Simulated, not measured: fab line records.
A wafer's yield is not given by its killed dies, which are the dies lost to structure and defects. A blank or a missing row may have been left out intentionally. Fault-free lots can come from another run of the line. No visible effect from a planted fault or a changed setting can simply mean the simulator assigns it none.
Comparing a struck lot with a sound one	flow rit_cmos	39 out of 202 route steps
Sound: wafers L233.1, L233.3, L233.5. Wafers struck: L220.1, L220.4, L220.6. At the end, the cause is stated.
At each step with rows: each side's tool, then ch and its chambers, then its first start. Under that, the readings that differ: sound wafers	struck wafers	difference of the means	sigmas: that difference in standard deviations of wafers without a fault.
alike: a reading whose means differ by less than 2 such deviations, as well as words and numbers matching on both sides. not compared: withheld readings; readings where some wafer has no value; bounds like >300 that might hide an equal value; numbers whose values overlap and for which the record gives no deviation.
The two part at a step that has a row with sigmas, a row that says differs or no value, or rows on one side only. Numbers that don't overlap but have no deviation are shown without sigmas and don't part them. A reading that every wafer of one side lacks parts them only if that side has two wafers or more.

first, 3 steps without rows for these wafers: RIT_GATE_EXPOSE_13 (exposes mask M6, target cd 150 nm); RIT_GATE_PEB_14; RIT_GATE_DEVELOP_15 (develop time 50 s).
RIT_GATE_CD_MEAS_16 targets a cd of 150 nm.
  sound: cd_sem-01 at day 6 07:26; struck: cd_sem-01 at day 3 12:14
  alike: cd_nm
RIT_GATE_OVL_MEAS_17:
  sound: overlay-02 at day 6 07:34; struck: overlay-01 at day 3 12:21
  alike: GATE_OVL
then, 1 step without rows for these wafers: RIT_GATE_HARDBAKE_18 (time 60 s).
RIT_GATE_ETCH_19: etches poly-Si in SF6/CHF3/O2, stops on SiO2, time 165 s, target depth 312.5 nm.
  sound on rie_si-02 ch 0,2,3, day 6 07:45; struck on rie_si-01 ch 0,1,2, day 3 12:32
  alike: O2_flow_sccm, drypump_motor_current_A, oes_product_au, rf_fwd_power_W, throttle_valve_pct
  not compared: rf_hours_counter_h
RIT_GATE_STRIP_20: strips in O2, time 180 s.
  sound on plasma_asher-01 ch 0,1, day 6 07:52; struck on plasma_asher-04 ch 0,1, day 3 12:39
  alike: drypump_motor_current_A
  not compared: rf_hours_counter_h
RIT_GATE_CD_MEAS_90 targets a cd of 150 nm.
  sound: cd_sem-02 at day 6 08:02; struck: cd_sem-02 at day 3 12:49
  alike: cd_nm
then, 3 steps without rows for these wafers: RIT_REOX_CLEAN_00 (cleans in SC1, time 600 s); RIT_REOX_CLEAN_01 (cleans in dHF, time 29.24 s); RIT_REOX_CLEAN_02 (cleans in SC2, time 600 s).
RIT_REOX_OXIDATION_03: target thk 25.2 nm, ox time 5580 s.
  sound on furnace-01 ch 0, day 6 11:15; struck on furnace-01 ch 0, day 3 13:19
reading	sound	struck	difference	sigmas
spike_tc_centre_C (C)	903.3 900.6 900.7	914.3 914.1 912.9	+12.2	+8
zone_power_centre_pct (%)	46.8 47.4 47.7	52.5 53.4 51.5	+5.2	+2
model.SiO2_of_REOX_OXIDATION_03.thk_nm (nm)	25.62 25.36 25.45	27.38 26.34 26.37	+1.22	
RIT_REOX_THK_MEAS_04:
  sound: film_metro-01 at day 6 13:48; struck: film_metro-01 at day 3 15:52
reading	sound	struck	difference	sigmas
REOX_OXIDE_THK (nm)	25.6 25.4 25.5	27.4 26.4 26.4	+1.2	+2
then, 6 steps without rows for these wafers: RIT_NLDD_HMDS_00 (prime time 60 s); RIT_NLDD_COAT_01 (resist thk 1000 nm); RIT_NLDD_SOFTBAKE_02 (time 60 s); RIT_NLDD_EXPOSE_03 (exposes mask M7, target cd 40700 nm); RIT_NLDD_PEB_04; RIT_NLDD_DEVELOP_05 (develop time 50 s).
RIT_NLDD_OVL_MEAS_06:
  sound: overlay-02 at day 6 15:04; struck: overlay-01 at day 3 16:56
  alike: NLDD_OVL
then, 2 steps without rows for these wafers: RIT_NLDD_HARDBAKE_07 (time 60 s); RIT_NLDD_IMPLANT_08.
RIT_NLDD_STRIP_09: strips in O2, time 180 s.
  sound on plasma_asher-01 ch 1, day 6 15:23; struck on plasma_asher-01 ch 0,1, day 3 17:16
  alike: drypump_motor_current_A
  not compared: rf_hours_counter_h
RIT_NLDD_TW_MEAS_10:
  sound: film_metro-02 at day 6 15:34; struck: film_metro-04 at day 3 17:44
reading	sound	struck	difference	sigmas
NLDD_TW	2503 2493 2490	2460 2452 2472	-34	-2
then, 6 steps without rows for these wafers: RIT_PLDD_HMDS_00 (prime time 60 s); RIT_PLDD_COAT_01 (resist thk 1000 nm); RIT_PLDD_SOFTBAKE_02 (time 60 s); RIT_PLDD_EXPOSE_03 (exposes mask M8, target cd 40900 nm); RIT_PLDD_PEB_04; RIT_PLDD_DEVELOP_05 (develop time 50 s).
RIT_PLDD_OVL_MEAS_06:
  sound: overlay-02 at day 6 16:29; struck: overlay-01 at day 3 18:39
  alike: PLDD_OVL
then, 2 steps without rows for these wafers: RIT_PLDD_HARDBAKE_07 (time 60 s); RIT_PLDD_IMPLANT_08.
RIT_PLDD_STRIP_09: strips in O2, time 180 s.
  sound on plasma_asher-02 ch 0,1, day 6 16:49; struck on plasma_asher-03 ch 0,1, day 3 18:59
  alike: drypump_motor_current_A
  not compared: rf_hours_counter_h
RIT_PLDD_TW_MEAS_10:
  sound: film_metro-04 at day 6 16:59; struck: film_metro-02 at day 3 19:10
  alike: PLDD_TW
RIT_SPACER_CLEAN_00: cleans in SC1, time 600 s.
  sound on wet_bench-01 ch 3, day 6 17:03; struck on wet_bench-04 ch 1, day 3 19:13
reading	sound	struck	difference	sigmas
model.SiO2_of_REOX_OXIDATION_03.thk_nm (nm)	23.62 23.38 23.46	25.26 24.31 24.33	+1.15	
then, 1 step without rows for these wafers: RIT_SPACER_CLEAN_01 (cleans in dHF, time 30 s).
RIT_M1_PROBE_99:
  only the struck wafers here have rows in the record (prober-01, day 4 08:28); the sound ones have none

## WHERE THEY PART
First at RIT_REOX_OXIDATION_03; last, within this record, at RIT_M1_PROBE_99.

WHY: the cause the simulator had injected
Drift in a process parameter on furnace-01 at RIT_REOX_OXIDATION_03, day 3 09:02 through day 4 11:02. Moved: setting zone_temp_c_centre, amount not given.
